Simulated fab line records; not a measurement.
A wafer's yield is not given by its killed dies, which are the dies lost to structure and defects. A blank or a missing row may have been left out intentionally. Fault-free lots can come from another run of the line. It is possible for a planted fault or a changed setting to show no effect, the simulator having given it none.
fab line records | flow berkeley-cmos170 | part 1 of 2: steps 1 to 29 of 39
[record] lots = 5 | wafers = 15 | last-day = 10
route steps=331 shown NWELL@24 PWELL@34 WELLDRIVE@55 ACTIVE@60
lots that met no fault: taken from a fault-free run of the same line
start-h: hours from the record's first day to the start of the lot's first wafer shown | wait-h: time in hours since the lot's previous step | " identical to the entry in the row above | L1.1+2: a single row standing in for several wafers | - no value, or no start was given | * or withheld: withheld | < > ~ a bound
route shown NAME@n: a module of which the file shows steps, and the number in the route of the first | usual: average and standard deviation across the fault-free wafers | same: alike in all rows | chamber/n: place in a boat | sites: per-site readings | _std_site: how widely they spread, as a standard deviation | _edge_site: outer sites' mean less inner sites' | radius-mm: how far each site lies from the wafer's centre | mask NAME#n: copy n | behind: tool/chamber where the wafer was last shaped | hold: why the lot was held/for how many hours/how that ended | device: which transistor (n, p or np) failed to switch | end of line: the tests these same wafers got at the end of their route | step lacking rows: just its recipe | killed: not the wafer's yield, but the dies lost to structure and defects at the first sort | map: a wafer's dies, x killed, . not, _ none there
set.NAME: setting as actually run; set.NAME@STEP: the setting as run at that earlier step | model.NAME: the simulator's own value behind a step, which no gauge read
lots at selected steps of the route; one table per step, one row per wafer
services: the hour from which a tool's chamber was out of use, counted from the record's first day as start-h (under 0 if before that day), plus the number of hours and why
[[steps]]
[step UCB170_NWELL_PEB_10]
[recipe] peb-temp-c = 130 | peb-time-s = withheld | resist = KrF
lot.wafer  | tool           | chamber | start-h | wait-h
L078.1+3+5 | litho-track-04 | 0       | 50.88   | 0.3
L080.1+3+6 | litho-track-03 | 0       | 63.21   | 0.3
L088.1+4+6 | litho-track-03 | 0       | 102.76  | 0.1
L090.1+4+5 | litho-track-02 | 0       | 110.21  | 0.6
L093.2+4+5 | litho-track-02 | 0       | 125.11  | 0.8
[step UCB170_NWELL_DEVELOP_11]
[recipe] developer = TMAH | develop-time-s = 45 | resist = KrF | dev-temp-c = 21
lot.wafer  | tool           | chamber | start-h | wait-h
L078.1+3+5 | litho-track-04 | 0       | -       | -
L080.1+3+6 | litho-track-03 | 0       | -       | -
L088.1+4+6 | litho-track-03 | 0       | -       | -
L090.1+4+5 | litho-track-02 | 0       | -       | -
L093.2+4+5 | litho-track-02 | 0       | -       | -
[step UCB170_NWELL_OVL_MEAS_12]
[usual] NWELL_OVL = -3/5.3
lot.wafer | tool       | chamber | start-h | wait-h | NWELL_OVL[nm]
L078.1    | overlay-02 | -       | 51.15   | -      | -9
L078.3    | "          | -       | "       | "      | -3
L078.5    | "          | -       | "       | "      | -7
L080.1    | overlay-02 | -       | 63.49   | -      | 1
L080.3    | "          | -       | "       | "      | -2
L080.6    | "          | -       | "       | "      | 2
L088.1    | overlay-01 | -       | 103.03  | -      | -4
L088.4    | "          | -       | "       | "      | 0
L088.6    | "          | -       | "       | "      | -2
L090.1    | overlay-02 | -       | 110.49  | -      | -8
L090.4    | "          | -       | "       | "      | -3
L090.5    | "          | -       | "       | "      | -7
L093.2    | overlay-01 | -       | 125.36  | -      | -5
L093.4    | "          | -       | "       | "      | 0
L093.5    | "          | -       | "       | "      | -2
[step UCB170_NWELL_ETCH_13]
[recipe] chemistry = CH3F/Ar/O2 | target = Si3N4 | stop-on = SiO2 | CH3F_flow_sccm = 20 | Ar_flow_sccm = 50 | O2_flow_sccm = 7 | pressure-mtorr = 50 | rf-w = 450 | target-depth-a = 2464 | over-etch-frac = 0.1 | time-s = 154
[usual] drypump-motor-current-A = 5.6/0.44 | oes-product-au = 0.933/0.016 | throttle-valve-pct = 8.05/0.16
lot.wafer | tool        | chamber | start-h | wait-h | drypump-motor-current-A | oes-product-au | rf-hours-counter-h | throttle-valve-pct
L078.1    | rie-diel-04 | 1       | 51.19   | 0.0    | 5.5                     | 0.927          | 32                 | 7.95
L078.3    | "           | 0       | "       | "      | 5.3                     | 0.965          | 112                | 7.90
L078.5    | "           | 2       | "       | "      | 6.0                     | 0.939          | -                  | 7.88
L080.1    | rie-diel-04 | 3       | 63.52   | 0.0    | 5.7                     | 0.926          | 40                 | 8.26
L080.3    | "           | 2       | "       | "      | 6.0                     | 0.947          | 8                  | 7.87
L080.6    | "           | 3       | "       | "      | 5.7                     | 0.917          | -                  | 8.28
L088.1    | rie-diel-02 | 2       | 103.07  | 0.0    | 5.4                     | 0.936          | 114                | 7.89
L088.4    | "           | 1       | "       | "      | 5.3                     | 0.955          | 95                 | 8.06
L088.6    | "           | 2       | "       | "      | 5.4                     | 0.918          | -                  | 7.89
L090.1    | rie-diel-04 | 3       | 110.52  | 0.0    | 5.7                     | 0.919          | 42                 | 8.27
L090.4    | "           | 2       | "       | "      | 6.0                     | 0.940          | 10                 | 7.87
L090.5    | "           | 0       | "       | "      | 5.3                     | 0.953          | -                  | 7.87
L093.2    | rie-diel-02 | 0       | 125.39  | 0.0    | 6.0                     | 0.958          | 61                 | 8.27
L093.4    | "           | 3       | "       | "      | 5.8                     | 0.931          | 94                 | 8.10
L093.5    | "           | 3       | "       | "      | 5.8                     | 0.928          | -                  | 8.11
[step UCB170_NWELL_IMPLANT_14]
[recipe] species = P | dose-cm2 = 1e+13 | energy-kev = 150 | tilt-deg = 7
lot.wafer  | tool         | chamber | start-h | wait-h
L078.1+3+5 | implanter-04 | 0       | 51.29   | 0.1
L080.1+3+6 | implanter-03 | 0       | 63.63   | 0.1
L088.1+4+6 | implanter-03 | 0       | 103.17  | 0.1
L090.1+4+5 | implanter-04 | 0       | 110.62  | 0.1
L093.2+4+5 | implanter-04 | 0       | 125.52  | 0.1
[step UCB170_NWELL_STRIP_15]
[recipe] chemistry = O2 | power-w = 400 | pressure-mtorr = 3500 | platen-temp-c = withheld | o2-flow-sccm = 400 | overash-fraction = 0.5
[usual] drypump-motor-current-A = 5.69/0.28 | oes-product-au = 0.721/0.0048 | strip-time-to-endpoint-s = 18.03/0.13
lot.wafer | tool            | chamber | start-h | wait-h | drypump-motor-current-A | oes-product-au | rf-hours-counter-h | strip-time-to-endpoint-s
L078.1    | plasma-asher-04 | 0       | 51.44   | 0.1    | 5.46                    | 0.725          | 32                 | 18.10
L078.3    | "               | 1       | "       | "      | 6.03                    | 0.718          | -                  | 17.86
L078.5    | "               | 0       | "       | "      | 5.44                    | 0.718          | -                  | 18.16
L080.1    | plasma-asher-04 | 0       | 63.78   | 0.1    | 5.46                    | 0.723          | 34                 | 17.98
L080.3    | "               | 1       | "       | "      | 6.03                    | 0.713          | -                  | 18.04
L080.6    | "               | 0       | "       | "      | 5.48                    | 0.732          | -                  | 18.01
L088.1    | plasma-asher-03 | 1       | 103.32  | 0.1    | 5.26                    | 0.727          | 39                 | 17.99
L088.4    | "               | 0       | "       | "      | 5.82                    | 0.723          | -                  | 17.90
L088.6    | "               | 0       | "       | "      | 5.81                    | 0.723          | -                  | 18.03
L090.1    | plasma-asher-04 | 0       | 110.77  | 0.1    | 5.47                    | 0.718          | 39                 | 17.95
L090.4    | "               | 0       | "       | "      | 5.51                    | 0.720          | -                  | 17.98
L090.5    | "               | 0       | "       | "      | 5.49                    | 0.713          | -                  | 17.76
L093.2    | plasma-asher-01 | 0       | 125.64  | 0.1    | 5.54                    | 0.734          | 35                 | 18.11
L093.4    | "               | 0       | "       | "      | 5.54                    | 0.719          | -                  | 17.89
L093.5    | "               | 1       | "       | "      | 5.96                    | 0.716          | -                  | 17.97
[step UCB170_NWELL_TW_MEAS_16]
[usual] NWELL_TW = 1234/11
lot.wafer | tool          | chamber | start-h | wait-h | NWELL_TW
L078.1    | film-metro-01 | -       | 51.54   | 0.1    | 1222
L078.3    | "             | -       | "       | "      | 1223
L078.5    | "             | -       | "       | "      | 1218
L080.1    | film-metro-02 | -       | 63.88   | 0.1    | 1238
L080.3    | "             | -       | "       | "      | 1236
L080.6    | "             | -       | "       | "      | 1242
L088.1    | film-metro-02 | -       | 103.42  | 0.1    | 1232
L088.4    | "             | -       | "       | "      | 1230
L088.6    | "             | -       | "       | "      | 1236
L090.1    | film-metro-04 | -       | 110.87  | 0.1    | 1256
L090.4    | "             | -       | "       | "      | 1256
L090.5    | "             | -       | "       | "      | 1260
L093.2    | film-metro-02 | -       | 125.75  | 0.1    | 1226
L093.4    | "             | -       | "       | "      | 1231
L093.5    | "             | -       | "       | "      | 1229
[step UCB170_NWELL_CLEAN_17]
[recipe] chemistry = SPM | temp-c = 120 | time-s = 600
[usual] bath-heat-duty-pct = 13.1/1.1
lot.wafer | tool         | chamber | start-h | wait-h | bath-heat-duty-pct
L078.1    | wet-bench-02 | 1       | 51.60   | 0.1    | 15.9
L078.3    | "            | 1       | "       | "      | 14.4
L078.5    | "            | 1       | "       | "      | 16.4
L080.1    | wet-bench-01 | 3       | 63.94   | 0.1    | 12.6
L080.3    | "            | 3       | "       | "      | 13.3
L080.6    | "            | 3       | "       | "      | 12.9
L088.1    | wet-bench-01 | 0       | 104.50  | 1.1    | 13.0
L088.4    | "            | 0       | "       | "      | 13.3
L088.6    | "            | 0       | "       | "      | 12.3
L090.1    | wet-bench-02 | 2       | 110.93  | 0.1    | 11.6
L090.4    | "            | 2       | "       | "      | 11.5
L090.5    | "            | 2       | "       | "      | 11.6
L093.2    | wet-bench-01 | 2       | 125.80  | 0.0    | 14.2
L093.4    | "            | 2       | "       | "      | 13.6
L093.5    | "            | 2       | "       | "      | 13.7
[step UCB170_NWELL_WET_ETCH_18]
[recipe] chemistry = H3PO4 | target = Si3N4 | temp-c = 160 | time-s = 14400
[usual] bath-heat-duty-pct = 26.5/2.2
lot.wafer | tool         | chamber | start-h | wait-h | bath-heat-duty-pct
L078.1    | wet-bench-01 | 2       | 51.77   | 0.0    | 27.6
L078.3    | "            | 2       | "       | "      | 28.1
L078.5    | "            | 2       | "       | "      | 28.2
L080.1    | wet-bench-01 | 2       | 64.13   | 0.0    | 28.4
L080.3    | "            | 2       | "       | "      | 27.2
L080.6    | "            | 2       | "       | "      | 29.1
L088.1    | wet-bench-01 | 0       | 104.86  | 0.2    | 24.1
L088.4    | "            | 0       | "       | "      | 26.8
L088.6    | "            | 0       | "       | "      | 24.3
L090.1    | wet-bench-04 | 3       | 111.11  | 0.0    | 26.9
L090.4    | "            | 3       | "       | "      | 24.1
L090.5    | "            | 3       | "       | "      | 26.0
L093.2    | wet-bench-01 | 0       | 125.98  | 0.0    | 24.1
L093.4    | "            | 0       | "       | "      | 27.9
L093.5    | "            | 0       | "       | "      | 27.8
[step UCB170_NWELL_WET_ETCH_19]
[recipe] chemistry = BOE | dilution = 5:1 | target = SiO2 | temp-c = 25 | time-s = 22
[usual] bath-heat-duty-pct = 6.3/0.86
lot.wafer | tool         | chamber | start-h | wait-h | bath-heat-duty-pct
L078.1    | wet-bench-01 | 0       | 55.85   | 0.1    | 6.5
L078.3    | "            | 0       | "       | "      | 6.9
L078.5    | "            | 0       | "       | "      | 6.4
L080.1    | wet-bench-04 | 2       | 71.34   | 2.8    | 5.6
L080.3    | "            | 2       | "       | "      | 5.8
L080.6    | "            | 2       | "       | "      | 5.5
L088.1    | wet-bench-02 | 2       | 108.87  | 0.0    | 4.9
L088.4    | "            | 2       | "       | "      | 5.3
L088.6    | "            | 2       | "       | "      | 6.2
L090.1    | wet-bench-02 | 0       | 115.12  | 0.0    | 6.4
L090.4    | "            | 0       | "       | "      | 8.1
L090.5    | "            | 0       | "       | "      | 6.8
L093.2    | wet-bench-04 | 2       | 130.03  | 0.0    | 6.1
L093.4    | "            | 2       | "       | "      | 5.7
L093.5    | "            | 2       | "       | "      | 6.7
[step UCB170_PWELL_CLEAN_00]
[recipe] chemistry = SPM | temp-c = 120 | time-s = 600
[usual] bath-heat-duty-pct = 12.9/1.4
lot.wafer | tool         | chamber | start-h | wait-h | bath-heat-duty-pct
L078.1    | wet-bench-01 | 1       | 55.86   | 0.0    | 12.9
L078.3    | "            | 1       | "       | "      | 14.0
L078.5    | "            | 1       | "       | "      | 13.3
L080.1    | wet-bench-04 | 1       | 72.01   | 0.6    | 12.1
L080.3    | "            | 1       | "       | "      | 11.9
L080.6    | "            | 1       | "       | "      | 12.7
L088.1    | wet-bench-02 | 0       | 108.88  | 0.0    | 13.7
L088.4    | "            | 0       | "       | "      | 13.9
L088.6    | "            | 0       | "       | "      | 15.5
L090.1    | wet-bench-01 | 1       | 115.13  | 0.0    | 15.2
L090.4    | "            | 1       | "       | "      | 15.0
L090.5    | "            | 1       | "       | "      | 13.4
L093.2    | wet-bench-01 | 3       | 130.07  | 0.0    | 13.5
L093.4    | "            | 3       | "       | "      | 13.1
L093.5    | "            | 3       | "       | "      | 13.8
[step UCB170_PWELL_CLEAN_01]
[recipe] chemistry = dHF | dilution = 25:1 | time-s = 60
lot.wafer  | tool         | chamber | start-h | wait-h
L078.1+3+5 | wet-bench-04 | 0       | 56.04   | 0.0
L080.1+3+6 | wet-bench-02 | 1       | 72.41   | 0.2
L088.1+4+6 | wet-bench-02 | 1       | 109.06  | 0.0
L090.1+4+5 | wet-bench-02 | 2       | 115.31  | 0.0
L093.2+4+5 | wet-bench-01 | 2       | 130.27  | 0.0
[step UCB170_PWELL_OXIDATION_02]
[recipe] temp-c = 1000 | ambient = O2 | target-thk-a = 264 | ox-time-s = 1260
[usual] tube-center-temp-C = 999.99/0.088 | zone-power-source-pct = 34.6/1.5
lot.wafer | tool       | chamber | start-h | wait-h | tube-center-temp-C | zone-power-source-pct
L078.1    | furnace-01 | 0       | 58.52   | 2.5    | 999.89             | 34.5
L078.3    | "          | 0       | "       | "      | 1000               | 34.5
L078.5    | "          | 0       | "       | "      | 1000.1             | 34.9
L080.1    | furnace-03 | 0       | 74.01   | 1.6    | 1000               | 32.6
L080.3    | "          | 0       | "       | "      | 1000.1             | 33.0
L080.6    | "          | 0       | "       | "      | 999.75             | 32.9
L088.1    | furnace-03 | 0       | 109.40  | 0.3    | 1000.1             | 32.7
L088.4    | "          | 0       | "       | "      | 999.99             | 32.7
L088.6    | "          | 0       | "       | "      | 1000               | 32.7
L090.1    | furnace-03 | 0       | 119.26  | 3.9    | 1000.1             | 33.2
L090.4    | "          | 0       | "       | "      | 1000.1             | 32.8
L090.5    | "          | 0       | "       | "      | 999.93             | 33.0
L093.2    | furnace-04 | 0       | 132.31  | 2.0    | 999.97             | 36.9
L093.4    | "          | 0       | "       | "      | 999.96             | 36.1
L093.5    | "          | 0       | "       | "      | 999.93             | 36.6
[step UCB170_PWELL_THK_MEAS_03]
[recipe] reads = SiO2_of_PWELL_OXIDATION_02
[usual] PWELL_OXIDE_THK = 26.5/0.5
lot.wafer | tool          | chamber | start-h | wait-h | PWELL_OXIDE_THK[nm]
L078.1    | film-metro-01 | -       | 59.87   | 0.0    | 26.2
L078.3    | "             | -       | "       | "      | 26.6
L078.5    | "             | -       | "       | "      | 26.6
L080.1    | film-metro-01 | -       | 75.36   | 0.0    | 26.6
L080.3    | "             | -       | "       | "      | 26.4
L080.6    | "             | -       | "       | "      | 26.8
L088.1    | film-metro-03 | -       | 110.75  | 0.0    | 27.6
L088.4    | "             | -       | "       | "      | 26.9
L088.6    | "             | -       | "       | "      | 26.7
L090.1    | film-metro-02 | -       | 120.61  | 0.0    | 27.2
L090.4    | "             | -       | "       | "      | 27.0
L090.5    | "             | -       | "       | "      | 27.2
L093.2    | film-metro-03 | -       | 133.67  | 0.0    | 26.3
L093.4    | "             | -       | "       | "      | 26.8
L093.5    | "             | -       | "       | "      | 26.4
[step UCB170_PWELL_ANNEAL_04]
[recipe] temp-c = 1000 | time-s = 900 | ambient = N2
[usual] tube-center-temp-C = 1000/0.087 | zone-power-source-pct = 35.3/1.4
lot.wafer | tool       | chamber | start-h | wait-h | tube-center-temp-C | zone-power-source-pct
L078.1    | furnace-01 | 0       | 62.79   | 2.9    | 1000               | 34.2
L078.3    | "          | 0       | "       | "      | 1000               | 34.2
L078.5    | "          | 0       | "       | "      | 999.98             | 34.1
L080.1    | furnace-04 | 0       | 78.27   | 2.9    | 1000               | 35.6
L080.3    | "          | 0       | "       | "      | 1000               | 35.5
L080.6    | "          | 0       | "       | "      | 999.93             | 36.0
L088.1    | furnace-01 | 0       | 112.42  | 1.7    | 1000.1             | 34.5
L088.4    | "          | 0       | "       | "      | 1000               | 34.3
L088.6    | "          | 0       | "       | "      | 999.99             | 33.4
L090.1    | furnace-03 | 0       | 123.28  | 2.7    | 999.79             | 32.4
L090.4    | "          | 0       | "       | "      | 1000               | 32.8
L090.5    | "          | 0       | "       | "      | 1000.1             | 33.4
L093.2    | furnace-04 | 0       | 134.91  | 1.2    | 1000.1             | 37.3
L093.4    | "          | 0       | "       | "      | 1000.1             | 36.7
L093.5    | "          | 0       | "       | "      | 999.98             | 36.3
[step UCB170_PWELL_CVD_05]
[recipe] material = Si3N4 | target-thk-nm = 220 | temp-c = 800 | precursor = SiH2Cl2/NH3 | time-s = 3300 | pressure-mtorr = 200 | sih2cl2-flow-sccm = 25 | nh3-flow-sccm = 75
[usual] zone-power-source-pct = 20.7/0.88
lot.wafer | tool     | chamber | start-h | wait-h | zone-power-source-pct
L078.1    | lpcvd-01 | 1       | 64.04   | 0.0    | 22.2
L078.3    | "        | 1       | "       | "      | 21.9
L078.5    | "        | 1       | "       | "      | 21.8
L080.1    | lpcvd-02 | 1       | 81.55   | 2.0    | 20.8
L080.3    | "        | 1       | "       | "      | 20.5
L080.6    | "        | 1       | "       | "      | 21.1
L088.1    | lpcvd-01 | 1       | 113.67  | 0.0    | 21.5
L088.4    | "        | 1       | "       | "      | 21.9
L088.6    | "        | 1       | "       | "      | 21.8
L090.1    | lpcvd-01 | 1       | 124.53  | 0.0    | 21.5
L090.4    | "        | 1       | "       | "      | 22.1
L090.5    | "        | 1       | "       | "      | 21.9
L093.2    | lpcvd-01 | 1       | 136.16  | 0.0    | 21.6
L093.4    | "        | 1       | "       | "      | 21.4
L093.5    | "        | 1       | "       | "      | 21.7
[step UCB170_PWELL_THK_MEAS_06]
[recipe] reads = Si3N4_of_PWELL_CVD_05
[usual] PWELL_NITRIDE_THK = 220.7/2
lot.wafer | tool          | chamber | start-h | wait-h | PWELL_NITRIDE_THK[nm]
L078.1    | film-metro-03 | -       | 65.96   | 0.0    | 220.8
L078.3    | "             | -       | "       | "      | 219.9
L078.5    | "             | -       | "       | "      | 221.0
L080.1    | film-metro-02 | -       | 84.43   | 0.0    | 220.4
L080.3    | "             | -       | "       | "      | 221.0
L080.6    | "             | -       | "       | "      | 221.8
L088.1    | film-metro-02 | -       | 115.59  | 0.0    | 221.9
L088.4    | "             | -       | "       | "      | 222.7
L088.6    | "             | -       | "       | "      | 222.4
L090.1    | film-metro-03 | -       | 126.45  | 0.0    | 222.1
L090.4    | "             | -       | "       | "      | 221.7
L090.5    | "             | -       | "       | "      | 220.2
L093.2    | film-metro-02 | -       | 138.08  | 0.0    | 218.4
L093.4    | "             | -       | "       | "      | 219.3
L093.5    | "             | -       | "       | "      | 219.7
[step UCB170_PWELL_HMDS_07]
[recipe] prime-time-s = 60 | prime-temp-c = 100
lot.wafer  | tool           | chamber | start-h | wait-h
L078.1+3+5 | litho-track-04 | 0       | 66.02   | 0.1
L080.1+3+6 | litho-track-01 | 0       | 84.49   | 0.1
L088.1+4+6 | litho-track-03 | 0       | 115.65  | 0.1
L090.1+4+5 | litho-track-03 | 0       | 126.57  | 0.1
L093.2+4+5 | litho-track-04 | 0       | 138.19  | 0.1
[step UCB170_PWELL_COAT_08]
[recipe] resist = KrF | spin-rpm = 1500 | resist-thk-nm = 900
lot.wafer  | tool           | chamber | start-h | wait-h
L078.1+3+5 | litho-track-04 | 0       | 66.17   | 0.1
L080.1+3+6 | litho-track-01 | 0       | 84.64   | 0.1
L088.1+4+6 | litho-track-03 | 0       | 115.80  | 0.1
L090.1+4+5 | litho-track-03 | 0       | 126.72  | 0.1
L093.2+4+5 | litho-track-04 | 0       | 138.34  | 0.1
[step UCB170_PWELL_SOFTBAKE_09]
[recipe] resist = KrF | temp-c = 130 | time-s = 60
lot.wafer  | tool           | chamber | start-h | wait-h
L078.1+3+5 | litho-track-04 | 0       | 66.32   | 0.1
L080.1+3+6 | litho-track-01 | 0       | 84.79   | 0.1
L088.1+4+6 | litho-track-03 | 0       | 115.95  | 0.1
L090.1+4+5 | litho-track-03 | 0       | 126.87  | 0.1
L093.2+4+5 | litho-track-04 | 0       | 138.49  | 0.1
[step UCB170_PWELL_EXPOSE_10]
[recipe] mask-id = PWELL | target-cd-nm = 3000 | na = 0.5 | sigma-outer = 0.6 | source-shape = conventional | dose-mj = 19
lot.wafer  | tool           | chamber | start-h | wait-h | mask
L078.1+3+5 | krf-scanner-02 | 0       | 66.47   | 0.1    | PWELL#0
L080.1+3+6 | krf-scanner-02 | 0       | 84.94   | 0.1    | PWELL#0
L088.1+4+6 | krf-scanner-02 | 0       | 116.34  | 0.4    | PWELL#0
L090.1+4+5 | krf-scanner-01 | 0       | 127.02  | 0.1    | PWELL#0
L093.2+4+5 | krf-scanner-01 | 0       | 138.64  | 0.1    | PWELL#0
[step UCB170_PWELL_PEB_11]
[recipe] peb-temp-c = 130 | peb-time-s = withheld | resist = KrF
lot.wafer  | tool           | chamber | start-h | wait-h
L078.1+3+5 | litho-track-04 | 0       | 66.58   | 0.1
L080.1+3+6 | litho-track-03 | 0       | 85.07   | 0.1
L088.1+4+6 | litho-track-03 | 0       | 116.61  | 0.2
L090.1+4+5 | litho-track-03 | 0       | 127.14  | 0.1
L093.2+4+5 | litho-track-03 | 0       | 139.16  | 0.5
[step UCB170_PWELL_DEVELOP_12]
[recipe] developer = TMAH | develop-time-s = 45 | resist = KrF | dev-temp-c = 21
lot.wafer  | tool           | chamber | start-h | wait-h
L078.1+3+5 | litho-track-04 | 0       | -       | -
L080.1+3+6 | litho-track-03 | 0       | -       | -
L088.1+4+6 | litho-track-03 | 0       | -       | -
L090.1+4+5 | litho-track-03 | 0       | -       | -
L093.2+4+5 | litho-track-03 | 0       | -       | -
[step UCB170_PWELL_OVL_MEAS_13]
[usual] PWELL_OVL = -1/5.5
lot.wafer | tool       | chamber | start-h | wait-h | PWELL_OVL[nm]
L078.1    | overlay-02 | -       | 66.86   | -      | -7
L078.3    | "          | -       | "       | "      | -2
L078.5    | "          | -       | "       | "      | -4
L080.1    | overlay-02 | -       | 85.35   | -      | -5
L080.3    | "          | -       | "       | "      | -4
L080.6    | "          | -       | "       | "      | -8
L088.1    | overlay-01 | -       | 116.88  | -      | -5
L088.4    | "          | -       | "       | "      | 2
L088.6    | "          | -       | "       | "      | -2
L090.1    | overlay-02 | -       | 127.42  | -      | 9
L090.4    | "          | -       | "       | "      | -3
L090.5    | "          | -       | "       | "      | 7
L093.2    | overlay-02 | -       | 139.42  | -      | 7
L093.4    | "          | -       | "       | "      | 7
L093.5    | "          | -       | "       | "      | 3
[step UCB170_PWELL_ETCH_14]
[recipe] chemistry = CH3F/Ar/O2 | target = Si3N4 | stop-on = SiO2 | CH3F_flow_sccm = 20 | Ar_flow_sccm = 50 | O2_flow_sccm = 7 | pressure-mtorr = 50 | rf-w = 450 | target-depth-a = 2420 | over-etch-frac = 0.1 | time-s = 151
[usual] drypump-motor-current-A = 5.6/0.46 | oes-product-au = 0.936/0.016 | throttle-valve-pct = 8.07/0.12
lot.wafer | tool        | chamber | start-h | wait-h | drypump-motor-current-A | oes-product-au | rf-hours-counter-h | throttle-valve-pct
L078.1    | rie-diel-01 | 0       | 66.89   | 0.0    | 4.9                     | 0.940          | 94                 | 7.91
L078.3    | "           | 3       | "       | "      | 6.6                     | 0.935          | 40                 | 8.02
L078.5    | "           | 2       | "       | "      | 5.2                     | 0.912          | -                  | 8.21
L080.1    | rie-diel-03 | 2       | 85.38   | 0.0    | 5.5                     | 0.914          | 161                | 8.05
L080.3    | "           | 0       | "       | "      | 6.1                     | 0.926          | 10                 | 8.10
L080.6    | "           | 3       | "       | "      | 4.9                     | 0.968          | -                  | 8.03
L088.1    | rie-diel-03 | 1       | 116.92  | 0.0    | 5.4                     | 0.960          | 16                 | 7.87
L088.4    | "           | 0       | "       | "      | 6.1                     | 0.936          | 12                 | 8.11
L088.6    | "           | 1       | "       | "      | 5.4                     | 0.958          | -                  | 7.86
L090.1    | rie-diel-03 | 3       | 127.45  | 0.0    | 4.9                     | 0.969          | 131                | 8.03
L090.4    | "           | 1       | "       | "      | 5.4                     | 0.962          | -                  | 7.87
L090.5    | "           | 3       | "       | "      | 4.9                     | 0.970          | -                  | 8.03
L093.2    | rie-diel-02 | 2       | 139.45  | 0.0    | 5.4                     | 0.910          | 116                | 7.86
L093.4    | "           | 0       | "       | "      | 6.0                     | 0.943          | 62                 | 8.26
L093.5    | "           | 0       | "       | "      | 6.0                     | 0.943          | -                  | 8.26
[step UCB170_PWELL_IMPLANT_15]
[recipe] species = B | dose-cm2 = 5e+12 | energy-kev = 60 | tilt-deg = 7
lot.wafer  | tool         | chamber | start-h | wait-h
L078.1+3+5 | implanter-01 | 0       | 67.00   | 0.1
L080.1+3+6 | implanter-04 | 0       | 85.48   | 0.1
L088.1+4+6 | implanter-04 | 0       | 117.02  | 0.1
L090.1+4+5 | implanter-04 | 0       | 127.55  | 0.1
L093.2+4+5 | implanter-04 | 0       | 139.57  | 0.1
[step UCB170_PWELL_STRIP_16]
[recipe] chemistry = O2 | power-w = 400 | pressure-mtorr = 3500 | platen-temp-c = withheld | o2-flow-sccm = 400 | overash-fraction = 0.5
[usual] drypump-motor-current-A = 5.5/0.33 | oes-product-au = 0.721/0.0044 | strip-time-to-endpoint-s = 18.05/0.12
lot.wafer | tool            | chamber | start-h | wait-h | drypump-motor-current-A | oes-product-au | rf-hours-counter-h | strip-time-to-endpoint-s
L078.1    | plasma-asher-01 | 1       | 67.15   | 0.1    | 5.9                     | 0.723          | 28                 | 18.18
L078.3    | "               | 0       | "       | "      | 5.5                     | 0.716          | -                  | 17.99
L078.5    | "               | 1       | "       | "      | 6.0                     | 0.721          | -                  | 18.22
L080.1    | plasma-asher-03 | 1       | 85.63   | 0.1    | 5.2                     | 0.727          | 38                 | 17.95
L080.3    | "               | 0       | "       | "      | 5.8                     | 0.721          | -                  | 18.12
L080.6    | "               | 0       | "       | "      | 5.8                     | 0.721          | -                  | 17.90
L088.1    | plasma-asher-01 | 0       | 117.17  | 0.1    | 5.5                     | 0.720          | 34                 | 17.88
L088.4    | "               | 1       | "       | "      | 6.0                     | 0.714          | -                  | 18.09
L088.6    | "               | 1       | "       | "      | 6.0                     | 0.715          | -                  | 17.89
L090.1    | plasma-asher-03 | 1       | 127.70  | 0.1    | 5.2                     | 0.722          | 1                  | 18.05
L090.4    | "               | 1       | "       | "      | 5.2                     | 0.718          | -                  | 18.00
L090.5    | "               | 0       | "       | "      | 5.9                     | 0.713          | -                  | 18.02
L093.2    | plasma-asher-02 | 1       | 139.70  | 0.1    | 5.0                     | 0.725          | 44                 | 18.06
L093.4    | "               | 0       | "       | "      | 5.8                     | 0.726          | -                  | 18.03
L093.5    | "               | 1       | "       | "      | 5.1                     | 0.720          | -                  | 18.02
[step UCB170_PWELL_TW_MEAS_17]
[usual] PWELL_TW = 374.7/2.5
lot.wafer | tool          | chamber | start-h | wait-h | PWELL_TW
L078.1    | film-metro-02 | -       | 67.25   | 0.1    | 377.1
L078.3    | "             | -       | "       | "      | 377.6
L078.5    | "             | -       | "       | "      | 377.4
L080.1    | film-metro-01 | -       | 85.74   | 0.1    | 371.3
L080.3    | "             | -       | "       | "      | 370.6
L080.6    | "             | -       | "       | "      | 372.8
L088.1    | film-metro-02 | -       | 117.40  | 0.2    | 374.3
L088.4    | "             | -       | "       | "      | 374.0
L088.6    | "             | -       | "       | "      | 374.9
L090.1    | film-metro-02 | -       | 127.80  | 0.1    | 373.5
L090.4    | "             | -       | "       | "      | 376.9
L090.5    | "             | -       | "       | "      | 373.8
L093.2    | film-metro-02 | -       | 139.81  | 0.1    | 375.2
L093.4    | "             | -       | "       | "      | 372.9
L093.5    | "             | -       | "       | "      | 374.6
[step UCB170_PWELL_CLEAN_18]
[recipe] chemistry = SPM | temp-c = 120 | time-s = 600
[usual] bath-heat-duty-pct = 13.0/1.9
lot.wafer | tool         | chamber | start-h | wait-h | bath-heat-duty-pct
L078.1    | wet-bench-02 | 3       | 67.43   | 0.2    | 14.1
L078.3    | "            | 3       | "       | "      | 12.7
L078.5    | "            | 3       | "       | "      | 14.0
L080.1    | wet-bench-01 | 3       | 85.85   | 0.1    | 14.4
L080.3    | "            | 3       | "       | "      | 14.0
L080.6    | "            | 3       | "       | "      | 13.6
L088.1    | wet-bench-02 | 0       | 117.46  | 0.1    | 15.3
L088.4    | "            | 0       | "       | "      | 14.3
L088.6    | "            | 0       | "       | "      | 13.7
L090.1    | wet-bench-02 | 3       | 128.04  | 0.2    | 13.8
L090.4    | "            | 3       | "       | "      | 15.0
L090.5    | "            | 3       | "       | "      | 14.4
L093.2    | wet-bench-04 | 0       | 139.95  | 0.1    | 10.8
L093.4    | "            | 0       | "       | "      | 11.5
L093.5    | "            | 0       | "       | "      | 10.1
